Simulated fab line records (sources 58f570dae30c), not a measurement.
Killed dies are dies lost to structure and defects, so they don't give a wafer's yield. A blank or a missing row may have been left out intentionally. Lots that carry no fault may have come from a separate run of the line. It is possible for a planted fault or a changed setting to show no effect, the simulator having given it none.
Which of the tools did it?    flow berkeleyCmos170    21 wafers from 7 lots sampled at 2 of the route's 331 steps

== WHAT THE GAUGES READ, wafer by wafer ==
UCB170_NLDD_TW_MEAS_11.
lot   measured      on            NLDD_TW
L950  day 7 17:01   filmMetro-01  2243 2260 2257
L953  day 7 17:49   filmMetro-01  2253 2252 2254
L955  day 8 17:31   filmMetro-03  2249 2247 2254
L959  day 9 05:01   filmMetro-04  30 30 30
L964  day 10 01:17  filmMetro-01  2243 2255 2253
L967  day 10 18:38  filmMetro-04  2205 2220 2213
L968  day 11 10:51  filmMetro-01  2232 2235 2226

== WHICH TOOL RAN EACH LOT (tool, then ch and the chambers of the sampled wafers, then the start) ==
lot   UCB170_NLDD_DEVELOP_05
L950  lithoTrack-01 ch 0, day 7 16:00
L953  lithoTrack-04 ch 0, day 7 17:00
L955  lithoTrack-04 ch 0, day 8 16:00
L959  lithoTrack-02 ch 0, day 9 04:00
L964  lithoTrack-04 ch 0, day 10 00:00
L967  lithoTrack-04 ch 0, day 10 17:00
L968  lithoTrack-04 ch 0, day 11 10:00
- UCB170_NLDD_DEVELOP_05: develop time 45 s.

== THE ANSWER, worked out from the rows above alone ==
Rule: what is usual is taken from the lots themselves. Put in order of their means at a reading, lots are off if they are a third of the lots or fewer, leave a main group of 4 or more, and stand apart from it by a gap of 3 or more times the standard deviation of the main group's means; of several such gaps the widest counts. The tables above print the reading to a certain number of digits; a main group whose means all agree to those digits is not used. A lot without any number at a reading at which 4 lots or more have one is off too. All remaining lots with rows at the step are treated as sound.
Off: at UCB170_NLDD_TW_MEAS_11 (NLDD_TW), L959. The main group: mean 2242, standard deviation 15.
If a tool, at a process step before that reading, ran all the lots that are off and no sound lot after the first of them, it fits. Gauges at UCB170_NLDD_TW_MEAS_11: tried the same way as those tools. One candidate fits, namely lithoTrack-02 at UCB170_NLDD_DEVELOP_05. It ran no sound lot before its first lot that is off in this sample, so the start can't be narrowed down.

== WHAT THE SIMULATOR HAD PUT IN ==
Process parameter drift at UCB170_NLDD_DEVELOP_05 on lithoTrack-02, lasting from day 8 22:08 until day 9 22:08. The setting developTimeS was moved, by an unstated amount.
Shown lots that were struck: L959. The rule given above showed the same thing.
